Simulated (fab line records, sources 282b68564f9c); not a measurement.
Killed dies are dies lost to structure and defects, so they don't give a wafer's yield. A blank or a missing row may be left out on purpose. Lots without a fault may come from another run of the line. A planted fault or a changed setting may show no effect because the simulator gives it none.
A struck lot beside a sound one | flow rit_cmos | 15 steps out of a route of 202
Sound: wafers L339.3, L339.4, L339.5. Struck: wafers L348.1, L348.2, L348.3. The cause comes at the end.
At each step with rows: each side's tool, then ch and its chambers, then its first start. Under that, the readings that differ: sound wafers | struck wafers | difference of the means | sigmas: that difference in standard deviations of wafers without a fault.
alike: readings whose means differ by less than 2 such deviations, and words and numbers that are the same on both sides. not compared: withheld readings, readings that some wafer has no value for, bounds like >300 that may hide the same value, and numbers for which the record gives no deviation and whose values overlap.
The two part at a step that has a row with sigmas, a row that says differs or no value, or rows on one side only. Numbers that don't overlap but have no deviation are shown without sigmas and don't part them. A reading that every wafer of one side lacks parts them only if that side has two wafers or more.

first, 5 steps without rows for these wafers: RIT_M1_COAT_04 (resist thk 1300 nm); RIT_M1_SOFTBAKE_05 (time 60 s); RIT_M1_EXPOSE_06 (exposes mask M12, target cd 2600 nm); RIT_M1_PEB_07; RIT_M1_DEVELOP_08 (develop time 68 s).
RIT_M1_CD_MEAS_09: target cd 2600 nm.
  sound on cd_sem-02, day 4 12:13; struck on cd_sem-01, day 6 04:20
  alike: cd_nm
RIT_M1_OVL_MEAS_10:
  sound on overlay-01, day 4 12:18; struck on overlay-02, day 6 04:27
  alike: M1_OVL
then, 1 step without rows for these wafers: RIT_M1_HARDBAKE_11 (time 120 s).
RIT_M1_METAL_ETCH_12: etches Al in Cl2/BCl3, stops on SiO2, time 165 s, target depth 600 nm.
  sound on rie_metal-04 ch 0,1, day 4 12:39; struck on rie_metal-01 ch 0,1, day 6 04:44
  alike: drypump_motor_current_A, oes_product_au, throttle_valve_pct
  not compared: rf_hours_counter_h
then, 1 step without rows for these wafers: RIT_M1_STRIP_13 (strips in nmp, time 600 s).
RIT_M1_STRIP_14: strips in O2, time 180 s.
  sound on plasma_asher-04 ch 0,1, day 4 13:02; struck on plasma_asher-03 ch 0,1, day 6 05:05
  reading                     | sound          | struck         | difference | sigmas
  drypump_motor_current_A (A) | 6.21 6.17 6.21 | 5.77 5.64 5.63 | -0.52      | -2
  not compared: rf_hours_counter_h
RIT_M1_CD_MEAS_90: target cd 2600 nm.
  sound on cd_sem-02, day 4 13:11; struck on cd_sem-02, day 6 05:16
  alike: cd_nm
RIT_M1_ANNEAL_15: time 1800 s.
  sound on furnace-02 ch 0, day 4 13:16; struck on furnace-02 ch 0, day 6 05:23
  reading                   | sound                | struck               | difference | sigmas
  spike_tc_centre_C (C)     | 453.2 453.5 452.5    | 499.8 499.2 497.5    | +45.8      | +46
  spike_tc_load_C (C)       | 470.2 470.6 469.8    | 516.9 516.4 516.2    | +46.3      | +42
  spike_tc_source_C (C)     | 467.7 470.7 469.6    | 514.2 513.3 515.3    | +44.9      | +45
  tube_center_temp_C (C)    | 449.98 450.05 449.98 | 495.03 494.94 495.04 | +45.00     | +99 or more
  tube_center_temp_C_max    | 450.98 451.21 451.37 | 496.50 496.21 496.37 | +45.17     | +99 or more
  zone_power_centre_pct (%) | 20.38 20.32 20.21    | 22.38 22.45 22.71    | +2.21      | +11
  zone_power_load_pct (%)   | 6.81 6.61 6.81       | 7.97 7.84 7.80       | +1.13      | +16
  zone_power_source_pct (%) | 7.36 7.19 7.33       | 8.51 8.32 8.59       | +1.18      | +16
RIT_M1_BOW_MEAS_16:
  sound on film_metro-03, day 4 14:48; struck on film_metro-02, day 6 06:53
  alike: M1_BOW
RIT_M1_PROBE_99:
  sound on prober-01, day 4 14:59; struck on prober-02, day 6 07:01
  reading                                    | sound             | struck            | difference | sigmas
  model.etest.tester.sort_n_pass             | 258 260 256       | 0 0 0             | -258       |
  model.etest.tester.sort_bin_3_pct (%)      | 0.3788 0.3788 0   | 98.11 98.48 97.35 | +97.73     |
  model.etest.tester.sort_yield_pct (%)      | 97.73 98.48 96.97 | 0 0 0             | -98        |
  model.etest.nmos_turned.short              | 0 0 0             | 1 1 1             | +1         |
  model.etest.retro_edge_pmos.over_limit     | 0 0 0             | 1 1 1             | +1         |
  model.etest.antenna_poly.short             | 0 0 0             | 1 1 1             | +1         |
  model.etest.contact_diode_array.over_limit | 0 0 0             | 1 1 1             | +1         |
  model.etest.gate_end_array.over_limit      | 0 0 0             | 1 1 1             | +1         |
  alike: defect_limited_yield, killed_at_contacts, killed_at_front_end, killed_dies, killed_open, killed_short

WHERE THEY PART
First at RIT_M1_STRIP_14; last, within this record, at RIT_M1_ANNEAL_15. Later steps at which nothing parts them and some readings are alike: RIT_M1_BOW_MEAS_16, RIT_M1_PROBE_99.

WHY: what the simulator had put in
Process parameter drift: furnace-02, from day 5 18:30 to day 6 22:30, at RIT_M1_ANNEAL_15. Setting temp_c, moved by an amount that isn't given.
